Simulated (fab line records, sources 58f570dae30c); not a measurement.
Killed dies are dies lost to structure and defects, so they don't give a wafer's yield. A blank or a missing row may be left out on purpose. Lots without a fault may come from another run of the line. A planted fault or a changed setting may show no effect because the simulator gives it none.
Chamber matching | flow berkeley_cmos170 | UCB170_GATE_ETCH_14 on rie_diel-03: 4 sister chambers
The step etches BARC in N2/H2. 4 wafers are shown with their chamber, then 9 later ones without.

WAFERS WITH THEIR CHAMBER
wafer  | chamber | drypump_motor_current_A (A)
L083.1 | 0       | 6.4
L089.3 | 2       | 6.6
L089.4 | 1       | 4.9
L089.6 | 3       | 4.9

WAFERS WITHOUT THEIR CHAMBER
wafer  | drypump_motor_current_A (A)
L091.3 | 5.0
L091.4 | 6.6
L091.5 | 4.9
L093.1 | 6.3
L093.3 | 6.6
L093.5 | 6.6
L095.1 | 6.6
L095.5 | 4.9
L095.6 | 6.6

WHICH CHAMBER EACH WENT THROUGH
wafer  | from the rows above     | in truth
L091.3 | can't be placed: 1 or 3 | 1
L091.4 | 2                       | 2
L091.5 | can't be placed: 1 or 3 | 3
L093.1 | 0                       | 0
L093.3 | 2                       | 2
L093.5 | 2                       | 2
L095.1 | 2                       | 2
L095.5 | can't be placed: 1 or 3 | 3
L095.6 | 2                       | 2
Placed correctly: 6 of 9. Can't be placed from these rows: 3 (the true chamber is among the candidates in 3). Placed wrongly: 0.
How it was worked out, from the rows above alone: a wafer's distance from a chamber is the root of the sum, over the readings, of the square of ((its reading less the chamber's mean) divided by the reading's scatter). The wafer belongs to the nearest chamber; if the next one is less than 2 further off, it can't be placed. A chamber's mean is the mean of its shown wafers. The scatter: with one shown wafer a chamber, the root of the mean of the squares of how far each hidden wafer lies from its nearest shown one.
